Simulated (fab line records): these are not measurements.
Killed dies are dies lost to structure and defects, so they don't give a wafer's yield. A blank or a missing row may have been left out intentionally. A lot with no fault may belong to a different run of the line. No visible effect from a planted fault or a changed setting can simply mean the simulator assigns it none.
One fault seen from 2 desks    flow berkeley cmos170    numbers are kept per desk, each desk with only its own; the story behind them comes last

THE TOOL OWNER'S DESK: krf scanner-01
The tool's own readings at UCB170_NSD_EXPOSE_03 (exposes mask NSELECT MOD, target cd 1200 nm): means of the sampled wafers that have a number, for each lot that ran on this tool. Marked OUT: a lot whose mean sits more than 4 standard deviations from the usual mean, which makes it out of limits; the brackets give that distance.
Columns: A = exposure dose mJ cm2 at UCB170_NSD_EXPOSE_03, usual 30.00
lot   first seen here  A
L555  day 8 04:10      29.98
L554  day 8 04:48      30.02
L557  day 8 10:12      30.02
L559  day 8 18:09      30.02
L564  day 9 19:45      30.03
L568  day 10 17:13     29.74 (-8.6) OUT
This desk finds L568 out of limits, L568 being first, at day 10 17:13 (exposure dose mJ cm2 at UCB170_NSD_EXPOSE_03). In limits: L555, L554, L557, L559, L564.

THE METROLOGY DESK
What the gauges read, lot by lot, whatever tool the lot ran on: means of the sampled wafers that have a number. Marked OUT: a lot whose mean sits more than 4 standard deviations from the usual mean, which makes it out of limits; the brackets give that distance.
Columns: A = cd nm at UCB170_PSD_CD_MEAS_06, usual 1200.1 nm; B = cd nm at UCB170_NSD_CD_MEAS_06, usual 1199.9 nm
lot   first seen here  A       B
L549  day 6 12:14      1200.4  1201.3
L550  day 7 13:07      1202.2  1199.4
L555  day 8 01:20      1198.9  1200.2
L556  day 8 01:29      1199.8  1201.7
L553  day 8 01:47      1198.4  1198.3
L554  day 8 02:01      1200.6  1197.6
L557  day 8 08:59      1198.5  1198.1
L559  day 8 17:04      1198.8  1200.1
L562  day 9 17:56      1199.4  1202.1
L564  day 9 18:31      1199.0  1203.5
L568  day 10 15:46     1200.3  1205.9
L569  day 10 19:32     1198.8  1201.3
L571  day 11 16:01     1202.8  1197.2
This desk's verdict: no lot among the 13 shows anything out of limits.

BROUGHT TOGETHER
The tool owner's desk could have raised an alarm at day 10 17:13, on L568.
The metrology desk saw nothing out of limits.
The metrology desk holds a record of L568, inside its limits.
Every lot named ran UCB170_NSD_EXPOSE_03 on krf scanner-01.

WHAT THE SIMULATOR HAD INSERTED
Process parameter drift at UCB170_NSD_EXPOSE_03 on krf scanner-01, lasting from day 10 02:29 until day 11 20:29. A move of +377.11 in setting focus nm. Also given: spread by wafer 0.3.
Lots struck among those shown: L568.
Hours from the fault's start to each desk's first reading out of limits: the tool owner's desk, 15.
